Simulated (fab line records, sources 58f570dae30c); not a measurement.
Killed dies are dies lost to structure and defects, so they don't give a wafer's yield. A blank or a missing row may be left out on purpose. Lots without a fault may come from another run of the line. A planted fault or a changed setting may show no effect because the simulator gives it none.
One fault seen from 2 desks | flow berkeley_cmos170 | each desk has only its own numbers; what lay behind them comes last

THE TOOL OWNER'S DESK: pecvd-03
The tool's own readings at UCB170_V1_CVD_00 (deposits SiO2 from TEOS/O2, target thk 2000 nm, time 250 s): means of the sampled wafers that have a number, for each lot that ran on this tool. A lot is out of limits, marked OUT, if its mean lies more than 4 standard deviations from the usual mean; the brackets give that distance.
Columns: A = heater_power_w at UCB170_V1_CVD_00, usual 246 W
lot  | first seen here | A
L709 | day 8 03:43     | 208
L710 | day 8 05:02     | 230
L711 | day 8 08:27     | 214
L714 | day 9 06:44     | 234
L725 | day 11 16:55    | 230
L726 | day 11 22:33    | 221
This desk's finding: nothing out of limits on any of the 6 lots.

THE METROLOGY DESK
What the gauges read, lot by lot, whatever tool the lot ran on: means of the sampled wafers that have a number. A lot is out of limits, marked OUT, if its mean lies more than 4 standard deviations from the usual mean; the brackets give that distance.
Columns: A = SCREENOX_OXIDE_THK at UCB170_SCREENOX_THK_MEAS_02, usual 14.32 nm; B = V1_TEOS_THK at UCB170_V1_THK_MEAS_01, usual 1998 nm; C = M3_AL_THK at UCB170_M3_THK_MEAS_03, usual 904 nm; D = cd_nm at UCB170_M3_CD_MEAS_90, usual 700.0 nm
lot  | first seen here | A     | B    | C   | D
L709 | day 5 20:55     | 14.26 | 2031 | 906 | 702.2
L710 | day 6 07:19     | 14.46 | 2036 | 905 | 701.1
L711 | day 6 07:19     | 14.58 | 1952 | 915 | 702.7
L714 | day 7 05:33     | 14.30 | 1935 | 904 | 699.8
L713 | day 7 05:35     | 14.22 | 2002 | 913 | 698.6
L717 | day 8 11:20     | 14.80 | 2015 | 894 | 699.4
L720 | day 8 11:20     | 14.51 | 1990 | 912 | 699.1
L721 | day 9 02:13     | 14.13 | 2007 | 902 | 696.6
L723 | day 9 02:15     | 13.95 | 1993 | 904 | 699.1
L724 | day 9 16:19     | 14.04 | 1994 | 904 | 696.2
L725 | day 9 16:19     | 14.31 | 1996 | 894 | 705.2
L727 | day 9 21:57     | 14.46 | 1984 | 899 | 701.9
L726 | day 9 21:58     | 14.26 | 2007 | 902 | 696.5
L728 | day 10 11:01    | 14.17 | 2001 | 911 | 699.2
This desk's finding: nothing out of limits on any of the 14 lots.

PUT TOGETHER
The tool owner's desk saw nothing out of limits.
The metrology desk saw nothing out of limits.

WHAT THE SIMULATOR HAD PUT IN
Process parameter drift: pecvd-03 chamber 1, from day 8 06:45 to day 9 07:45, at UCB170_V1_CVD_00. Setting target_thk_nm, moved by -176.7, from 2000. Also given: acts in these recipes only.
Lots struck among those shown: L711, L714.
